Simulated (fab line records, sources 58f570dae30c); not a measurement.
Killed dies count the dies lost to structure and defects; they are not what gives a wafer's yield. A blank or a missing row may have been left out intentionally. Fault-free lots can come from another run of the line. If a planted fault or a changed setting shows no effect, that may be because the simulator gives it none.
What tool caused it? :: flow berkeley-cmos170 :: 42 wafers from 14 lots sampled at 6 of the route's 331 steps

== WHAT EACH GAUGE READ, for each wafer ==
UCB170_NSD_CD_MEAS_06 targets a cd of 1200 nm.
lot: L131
measured: day 7 16:09
on: cd-sem-02
cd-nm (nm): 1201.7 1200.2 1201.8

lot: L133
measured: day 7 17:33
on: cd-sem-01
cd-nm (nm): 1201.8 1202.2 1201.5

lot: L137
measured: day 8 19:56
on: cd-sem-01
cd-nm (nm): 1200.9 1200.2 1200.8

lot: L139
measured: day 9 04:20
on: cd-sem-01
cd-nm (nm): 1201.2 1201.7 1202.3

lot: L138
measured: day 9 04:28
on: cd-sem-02
cd-nm (nm): 1201.5 1199.8 1201.7

lot: L140
measured: day 9 04:45
on: cd-sem-02
cd-nm (nm): 1198.3 1199.2 1199.6

lot: L144
measured: day 10 05:13
on: cd-sem-02
cd-nm (nm): 1199.7 1199.6 1198.8

lot: L146
measured: day 10 05:29
on: cd-sem-02
cd-nm (nm): 1199.4 1199.2 1197.8

lot: L145
measured: day 10 05:29
on: cd-sem-01
cd-nm (nm): 1197.7 1198.3 1196.9

lot: L141
measured: day 10 05:37
on: cd-sem-02
cd-nm (nm): 1201.3 1200.0 1199.5

lot: L143
measured: day 10 05:44
on: cd-sem-01
cd-nm (nm): 1200.6 1202.1 1201.3

lot: L148
measured: day 11 04:53
on: cd-sem-01
cd-nm (nm): 1199.7 1201.1 1200.8

lot: L150
measured: day 11 05:47
on: cd-sem-02
cd-nm (nm): 1198.7 1199.3 1197.8

lot: L154
measured: day 12 06:19
on: cd-sem-01
cd-nm (nm): 1201.0 1200.1 1199.8

UCB170_M2_CD_MEAS_90 targets a cd of 700 nm.
lot: L131
measured: day 8 16:17
on: cd-sem-01
cd-nm (nm): 699.8 699.5 696.0

lot: L133
measured: day 9 02:15
on: cd-sem-02
cd-nm (nm): 702.4 704.0 701.9

lot: L137
measured: day 9 13:57
on: cd-sem-02
cd-nm (nm): 700.2 704.0 699.2

lot: L139
measured: day 9 20:41
on: cd-sem-01
cd-nm (nm): 700.5 698.6 696.6

lot: L138
measured: day 9 22:02
on: cd-sem-01
cd-nm (nm): 698.4 700.9 697.4

lot: L140
measured: day 9 23:04
on: cd-sem-01
cd-nm (nm): 700.4 701.0 699.3

lot: L144
measured: day 10 20:25
on: cd-sem-01
cd-nm (nm): 702.2 699.1 700.2

lot: L146
measured: day 11 03:20
on: cd-sem-02
cd-nm (nm): 699.6 698.9 699.7

lot: L145
measured: day 11 03:31
on: cd-sem-01
cd-nm (nm): 698.7 695.3 698.4

lot: L141
measured: day 11 03:38
on: cd-sem-01
cd-nm (nm): 700.4 700.2 699.5

lot: L143
measured: day 11 03:44
on: cd-sem-01
cd-nm (nm): 692.6 690.1 692.6

lot: L148
measured: day 11 20:21
on: cd-sem-01
cd-nm (nm): 690.7 691.9 692.0

lot: L150
measured: day 11 22:35
on: cd-sem-01
cd-nm (nm): 701.9 702.1 704.0

lot: L154
measured: day 12 21:41
on: cd-sem-02
cd-nm (nm): 697.1 699.7 697.5

UCB170_M3_OVL_MEAS_16.
lot: L131
measured: day 9 02:33
on: overlay-01
M3_OVL (nm): 3 5 9

lot: L133
measured: day 9 06:53
on: overlay-01
M3_OVL (nm): 15 6 7

lot: L137
measured: day 9 21:11
on: overlay-02
M3_OVL (nm): 5 0 0

lot: L139
measured: day 10 02:14
on: overlay-02
M3_OVL (nm): -4 -7 7

lot: L138
measured: day 10 03:43
on: overlay-01
M3_OVL (nm): -11 4 -2

lot: L140
measured: day 10 04:13
on: overlay-02
M3_OVL (nm): 3 1 7

lot: L144
measured: day 11 02:29
on: overlay-01
M3_OVL (nm): -4 1 -3

lot: L146
measured: day 11 09:02
on: overlay-01
M3_OVL (nm): -1 4 -3

lot: L145
measured: day 11 09:44
on: overlay-01
M3_OVL (nm): 5 4 1

lot: L141
measured: day 11 09:31
on: overlay-02
M3_OVL (nm): -2 2 3

lot: L143
measured: day 11 09:46
on: overlay-02
M3_OVL (nm): 10 -6 4

lot: L148
measured: day 12 03:14
on: overlay-01
M3_OVL (nm): -2 6 -2

lot: L150
measured: day 12 04:23
on: overlay-01
M3_OVL (nm): -3 4 3

lot: L154
measured: day 13 02:28
on: overlay-02
M3_OVL (nm): -3 1 8

== WHICH TOOL RAN EACH LOT (tool, then ch and the chambers of the sampled wafers, then the start) ==
lot: L131
UCB170_V1_STRIP_15: plasma-asher-04 ch 0,1, day 8 10:37
UCB170_M2_METAL_ETCH_18: rie-metal-02 ch 0,1, day 8 15:59
UCB170_M2_STRIP_19: plasma-asher-01 ch 0, day 8 16:10

lot: L133
UCB170_V1_STRIP_15: plasma-asher-03 ch 1, day 8 20:07
UCB170_M2_METAL_ETCH_18: rie-metal-02 ch 0, day 9 01:50
UCB170_M2_STRIP_19: plasma-asher-03 ch 1, day 9 02:01

lot: L137
UCB170_V1_STRIP_15: plasma-asher-03 ch 0,1, day 9 09:10
UCB170_M2_METAL_ETCH_18: rie-metal-02 ch 0,1, day 9 13:38
UCB170_M2_STRIP_19: plasma-asher-01 ch 0,1, day 9 13:50

lot: L139
UCB170_V1_STRIP_15: plasma-asher-01 ch 0,1, day 9 17:04
UCB170_M2_METAL_ETCH_18: rie-metal-02 ch 0,1, day 9 20:24
UCB170_M2_STRIP_19: plasma-asher-02 ch 0,1, day 9 20:35

lot: L138
UCB170_V1_STRIP_15: plasma-asher-03 ch 0, day 9 18:20
UCB170_M2_METAL_ETCH_18: rie-metal-03 ch 0,1, day 9 21:44
UCB170_M2_STRIP_19: plasma-asher-01 ch 1, day 9 21:55

lot: L140
UCB170_V1_STRIP_15: plasma-asher-03 ch 0, day 9 19:59
UCB170_M2_METAL_ETCH_18: rie-metal-02 ch 0,1, day 9 22:46
UCB170_M2_STRIP_19: plasma-asher-02 ch 0,1, day 9 22:57

lot: L144
UCB170_V1_STRIP_15: plasma-asher-04 ch 0,1, day 10 17:43
UCB170_M2_METAL_ETCH_18: rie-metal-01 ch 0,1, day 10 20:08
UCB170_M2_STRIP_19: plasma-asher-01 ch 0,1, day 10 20:19

lot: L146
UCB170_V1_STRIP_15: plasma-asher-01 ch 0,1, day 10 22:46
UCB170_M2_METAL_ETCH_18: rie-metal-01 ch 0, day 11 02:57
UCB170_M2_STRIP_19: plasma-asher-01 ch 0,1, day 11 03:08

lot: L145
UCB170_V1_STRIP_15: plasma-asher-04 ch 0,1, day 10 22:35
UCB170_M2_METAL_ETCH_18: rie-metal-03 ch 1, day 11 03:06
UCB170_M2_STRIP_19: plasma-asher-02 ch 1, day 11 03:17

lot: L141
UCB170_V1_STRIP_15: plasma-asher-01 ch 0,1, day 10 23:14
UCB170_M2_METAL_ETCH_18: rie-metal-02 ch 0,1, day 11 03:10
UCB170_M2_STRIP_19: plasma-asher-03 ch 0,1, day 11 03:21

lot: L143
UCB170_V1_STRIP_15: plasma-asher-03 ch 0,1, day 10 22:55
UCB170_M2_METAL_ETCH_18: rie-metal-01 ch 0,1, day 11 03:25
UCB170_M2_STRIP_19: plasma-asher-01 ch 0,1, day 11 03:35

lot: L148
UCB170_V1_STRIP_15: plasma-asher-01 ch 0,1, day 11 17:13
UCB170_M2_METAL_ETCH_18: rie-metal-01 ch 0,1, day 11 20:05
UCB170_M2_STRIP_19: plasma-asher-02 ch 0,1, day 11 20:15

lot: L150
UCB170_V1_STRIP_15: plasma-asher-04 ch 0,1, day 11 19:58
UCB170_M2_METAL_ETCH_18: rie-metal-02 ch 0,1, day 11 22:18
UCB170_M2_STRIP_19: plasma-asher-03 ch 0,1, day 11 22:29

lot: L154
UCB170_V1_STRIP_15: plasma-asher-01 ch 0,1, day 12 18:46
UCB170_M2_METAL_ETCH_18: rie-metal-02 ch 0,1, day 12 21:24
UCB170_M2_STRIP_19: plasma-asher-01 ch 0,1, day 12 21:35
- UCB170_V1_STRIP_15: strips in O2.
- UCB170_M2_METAL_ETCH_18: etches Al in Cl2/BCl3, stops on SiO2, target depth 1170 nm, time 195 s.
- UCB170_M2_STRIP_19: strips in O2.

== AS READ BY THE TOOLS THEMSELVES (means over the sampled wafers that have a number; for cases with no such wafer, the mark the record gives instead) ==
UCB170_V1_STRIP_15.
lot: L131
tool: plasma-asher-04
drypump-motor-current-A (A): 6.3
oes-product-au (a.u.): 0.722
strip-time-to-endpoint-s (s): 15.26

lot: L133
tool: plasma-asher-03
drypump-motor-current-A (A): 6.1
oes-product-au (a.u.): 0.721
strip-time-to-endpoint-s (s): 15.29

lot: L137
tool: plasma-asher-03
drypump-motor-current-A (A): 5.4
oes-product-au (a.u.): 0.721
strip-time-to-endpoint-s (s): 15.25

lot: L139
tool: plasma-asher-01
drypump-motor-current-A (A): 5.2
oes-product-au (a.u.): 0.723
strip-time-to-endpoint-s (s): 15.24

lot: L138
tool: plasma-asher-03
drypump-motor-current-A (A): 5.0
oes-product-au (a.u.): 0.723
strip-time-to-endpoint-s (s): 15.27

lot: L140
tool: plasma-asher-03
drypump-motor-current-A (A): 5.0
oes-product-au (a.u.): 0.717
strip-time-to-endpoint-s (s): 15.41

lot: L144
tool: plasma-asher-04
drypump-motor-current-A (A): 6.2
oes-product-au (a.u.): 0.721
strip-time-to-endpoint-s (s): 15.34

lot: L146
tool: plasma-asher-01
drypump-motor-current-A (A): 5.2
oes-product-au (a.u.): 0.720
strip-time-to-endpoint-s (s): 15.23

lot: L145
tool: plasma-asher-04
drypump-motor-current-A (A): 6.2
oes-product-au (a.u.): 0.723
strip-time-to-endpoint-s (s): 15.38

lot: L141
tool: plasma-asher-01
drypump-motor-current-A (A): 5.3
oes-product-au (a.u.): 0.726
strip-time-to-endpoint-s (s): 15.31

lot: L143
tool: plasma-asher-03
drypump-motor-current-A (A): 5.8
oes-product-au (a.u.): 0.721
strip-time-to-endpoint-s (s): 15.35

lot: L148
tool: plasma-asher-01
drypump-motor-current-A (A): 5.3
oes-product-au (a.u.): 0.722
strip-time-to-endpoint-s (s): 15.42

lot: L150
tool: plasma-asher-04
drypump-motor-current-A (A): 6.3
oes-product-au (a.u.): 0.722
strip-time-to-endpoint-s (s): 15.33

lot: L154
tool: plasma-asher-01
drypump-motor-current-A (A): 5.0
oes-product-au (a.u.): 0.724
strip-time-to-endpoint-s (s): 15.33

UCB170_M2_METAL_ETCH_18.
lot: L131
tool: rie-metal-02
bcl3-flow-sccm (sccm): 44.96
drypump-motor-current-A (A): 5.9
oes-product-au (a.u.): 0.848
throttle-valve-pct (%): 24.25

lot: L133
tool: rie-metal-02
bcl3-flow-sccm (sccm): 45.05
drypump-motor-current-A (A): 5.9
oes-product-au (a.u.): 0.866
throttle-valve-pct (%): 24.25

lot: L137
tool: rie-metal-02
bcl3-flow-sccm (sccm): 45.10
drypump-motor-current-A (A): 5.9
oes-product-au (a.u.): 0.843
throttle-valve-pct (%): 24.26

lot: L139
tool: rie-metal-02
bcl3-flow-sccm (sccm): 44.98
drypump-motor-current-A (A): 5.9
oes-product-au (a.u.): 0.859
throttle-valve-pct (%): 24.25

lot: L138
tool: rie-metal-03
bcl3-flow-sccm (sccm): 45.09
drypump-motor-current-A (A): 5.3
oes-product-au (a.u.): 0.855
throttle-valve-pct (%): 24.60

lot: L140
tool: rie-metal-02
bcl3-flow-sccm (sccm): 44.92
drypump-motor-current-A (A): 5.9
oes-product-au (a.u.): 0.853
throttle-valve-pct (%): 24.24

lot: L144
tool: rie-metal-01
bcl3-flow-sccm (sccm): 44.92
drypump-motor-current-A (A): 5.1
oes-product-au (a.u.): 0.864
throttle-valve-pct (%): 24.35

lot: L146
tool: rie-metal-01
bcl3-flow-sccm (sccm): 44.95
drypump-motor-current-A (A): 5.1
oes-product-au (a.u.): 0.869
throttle-valve-pct (%): 24.03

lot: L145
tool: rie-metal-03
bcl3-flow-sccm (sccm): 44.72
drypump-motor-current-A (A): 6.5
oes-product-au (a.u.): 0.848
throttle-valve-pct (%): 24.46

lot: L141
tool: rie-metal-02
bcl3-flow-sccm (sccm): 45.00
drypump-motor-current-A (A): 5.9
oes-product-au (a.u.): 0.854
throttle-valve-pct (%): 24.25

lot: L143
tool: rie-metal-01
bcl3-flow-sccm (sccm): 44.98
drypump-motor-current-A (A): 5.1
oes-product-au (a.u.): 0.781
throttle-valve-pct (%): 24.38

lot: L148
tool: rie-metal-01
bcl3-flow-sccm (sccm): 45.16
drypump-motor-current-A (A): 5.1
oes-product-au (a.u.): 0.780
throttle-valve-pct (%): 24.22

lot: L150
tool: rie-metal-02
bcl3-flow-sccm (sccm): 45.06
drypump-motor-current-A (A): 5.9
oes-product-au (a.u.): 0.846
throttle-valve-pct (%): 24.25

lot: L154
tool: rie-metal-02
bcl3-flow-sccm (sccm): 44.94
drypump-motor-current-A (A): 5.9
oes-product-au (a.u.): 0.836
throttle-valve-pct (%): 24.26

UCB170_M2_STRIP_19.
lot: L131
tool: plasma-asher-01
drypump-motor-current-A (A): 4.8
oes-product-au (a.u.): 0.550

lot: L133
tool: plasma-asher-03
drypump-motor-current-A (A): 6.1
oes-product-au (a.u.): 0.546

lot: L137
tool: plasma-asher-01
drypump-motor-current-A (A): 5.0
oes-product-au (a.u.): 0.550

lot: L139
tool: plasma-asher-02
drypump-motor-current-A (A): 5.6
oes-product-au (a.u.): 0.542

lot: L138
tool: plasma-asher-01
drypump-motor-current-A (A): 5.5
oes-product-au (a.u.): 0.548

lot: L140
tool: plasma-asher-02
drypump-motor-current-A (A): 5.3
oes-product-au (a.u.): 0.539

lot: L144
tool: plasma-asher-01
drypump-motor-current-A (A): 5.3
oes-product-au (a.u.): 0.522

lot: L146
tool: plasma-asher-01
drypump-motor-current-A (A): 5.0
oes-product-au (a.u.): 0.526

lot: L145
tool: plasma-asher-02
drypump-motor-current-A (A): 5.8
oes-product-au (a.u.): 0.527

lot: L141
tool: plasma-asher-03
drypump-motor-current-A (A): 5.4
oes-product-au (a.u.): 0.549

lot: L143
tool: plasma-asher-01
drypump-motor-current-A (A): 5.3
oes-product-au (a.u.): 0.393

lot: L148
tool: plasma-asher-02
drypump-motor-current-A (A): 5.4
oes-product-au (a.u.): 0.395

lot: L150
tool: plasma-asher-03
drypump-motor-current-A (A): 5.4
oes-product-au (a.u.): 0.538

lot: L154
tool: plasma-asher-01
drypump-motor-current-A (A): 5.3
oes-product-au (a.u.): 0.537

== THE ANSWER, worked out from the rows above alone ==
Rule: the usual values come from the lots themselves. The widest of any qualifying gaps counts: lots, ordered by their means at a reading, are off when they make up no more than a third of the lots, leave a main group of 4 or more, and stand apart from it by 3 or more times the standard deviation of that group's means. A main group is skipped when, at the precision printed for the reading in the tables above, its means are all equal. Also off: a lot with no number at a reading for which 4 or more lots have one. Where the step has rows for the other lots, those lots are counted as sound. First the gauges in route order, then the tools' own readings, where a lot's mean is used as printed above. The first step at which some lot is off is used, and at that step the reading that is off furthest; a lot without a number counts as furthest.
Off: L143, L148, at UCB170_M2_CD_MEAS_90 (cd-nm). Mean 699.9 nm and standard deviation 1.6 in the main group.
If a tool, at a process step before that reading, ran all the lots that are off and no sound lot after the first of them, it fits. The gauges at UCB170_M2_CD_MEAS_90 aren't tried: what is off there is off at UCB170_M2_METAL_ETCH_18 too, on other tools, and a gauge's error can't cause that. One fits: UCB170_M2_METAL_ETCH_18 on rie-metal-01. A fault onset in the window from L146 (day 11 02:57, its last sound lot) to L143 (day 11 03:25, its first lot off) fits.
On the lots that are off, the tool's own readings at UCB170_M2_METAL_ETCH_18 differ by more than 5 times the standard deviation of the sound lots' means, which bears it out; oes-product-au reads 0.780 a.u. there versus 0.853 a.u. on the sound lots.

== WHAT WAS PUT IN BY THE SIMULATOR ==
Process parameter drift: rie-metal-01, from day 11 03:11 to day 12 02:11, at UCB170_M2_METAL_ETCH_18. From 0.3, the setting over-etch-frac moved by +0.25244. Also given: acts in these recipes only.
Lots struck among those shown: L143, L148. The rule above found the same.
